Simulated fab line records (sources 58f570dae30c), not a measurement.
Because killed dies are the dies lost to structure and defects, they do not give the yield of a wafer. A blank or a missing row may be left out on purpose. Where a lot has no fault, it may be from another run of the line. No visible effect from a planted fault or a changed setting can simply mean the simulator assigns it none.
Split-lot study    flow berkeley-cmos170    on a route of 331 steps: 5 lots, 23 wafers read

THE SPLIT
At UCB170_M1_SPUTTER_00 (material Al, target thk 600 nm, time 80 s), the setting power-w was moved away from the recipe's 6000 W on 6 of the 23 wafers read, by -9.4% to +8.4%. All remaining wafers had this setting at the recipe value.

THE PATH FROM SPLIT TO READING: the file shows 1 step between them
- UCB170_M1_RS_MEAS_01: measures by four-point-probe

THE READING
M1_AL_THK, in nm, at UCB170_M1_THK_MEAS_02 (measures by xrf). On this fab line, fault-free wafers typically give 583 nm with a standard deviation of 7.4 nm.

wafer   tool, chamber at the split  power-w as run, W  against the recipe  M1_AL_THK, nm  against lot-mates on the recipe
L075.1  pvd-sputter-03, -           6000               recipe              585            -
L075.2  pvd-sputter-03, -           6399               +6.7%               625            +43
L075.3  pvd-sputter-03, -           6000               recipe              584            -
L075.4  pvd-sputter-03, -           6399               +6.7%               635            +53
L075.5  pvd-sputter-03, -           6000               recipe              578            -
L076.1  pvd-sputter-03, -           6503               +8.4%               639            +62
L076.3  pvd-sputter-03, -           6000               recipe              574            -
L076.4  pvd-sputter-03, -           6000               recipe              573            -
L076.5  pvd-sputter-03, -           6503               +8.4%               640            +63
L076.6  pvd-sputter-03, -           6000               recipe              585            -
L080.1  pvd-sputter-04, -           6000               recipe              581            -
L080.3  pvd-sputter-04, -           6000               recipe              588            -
L080.4  pvd-sputter-04, -           6000               recipe              590            -
L080.5  pvd-sputter-04, -           6000               recipe              584            -
L080.6  pvd-sputter-04, -           6000               recipe              584            -
L082.1  pvd-sputter-02, -           6000               recipe              589            -
L082.2  pvd-sputter-02, -           6000               recipe              595            -
L082.3  pvd-sputter-02, -           6000               recipe              574            -
L082.5  pvd-sputter-02, -           5435               -9.4%               518            -68
L082.6  pvd-sputter-02, -           5435               -9.4%               523            -63
L085.1  pvd-sputter-04, -           6000               recipe              574            -
L085.3  pvd-sputter-04, -           6000               recipe              576            -
L085.5  pvd-sputter-04, -           6000               recipe              576            -

FIT RESULTS
A straight line over all 23 wafers: M1_AL_THK changes by +6.78 nm for each +1% of power-w; r = +0.98; the points scatter about the line by 6.2 nm.
The same after taking each lot's own level away (the mean of its wafers on the recipe; 23 wafers): +7.15 nm for each +1%; r = +0.99; scatter 4.8 nm.
According to that fit, moving power-w by its largest amount changes the reading by 67 nm.
Measured against the standard deviation above, the lots' own levels, which go from 575.3 to 586.0 nm, span 1.4 times it.
Consequently the slope shifts little with the lot-to-lot level, the two slopes agreeing.
Check: -66.6 nm against its lot-mates is what the line predicts for one of the wafers moved furthest among these (-9.4%) when that wafer is left out of the fit. It came out at -68 nm against them.

THE WHOLE CHAIN: every reading that the file lists as answering this split, in the file's order
step                   what it does                                                               reading                                                                      change (the file's fit)                r (the file's)
UCB170_M1_SPUTTER_00   material Al, target thk 600 nm, time 80 s                                  Al_of_M1_SPUTTER_00.thk-nm (the simulator's own value, which no gauge read)  +6.93 nm for each +1% of the setting   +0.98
UCB170_M1_RS_MEAS_01   measures by four-point-probe                                               M1_AL_RS                                                                     -0.000574 for each +1% of the setting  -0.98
UCB170_M1_THK_MEAS_02  measures by xrf                                                            M1_AL_THK                                                                    +7.17 for each +1% of the setting      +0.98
UCB170_V1_ETCH_14      etches SiO2 in CHF3/CF4/Ar, stops on Al, target depth 1250 nm, time 291 s  Al_of_M1_SPUTTER_00.thk-nm (the simulator's own value, which no gauge read)  +6.95 nm for each +1% of the setting   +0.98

FILE'S OWN FIT
M1_AL_THK changes by +7.17 nm for each +1% of power-w, r = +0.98.
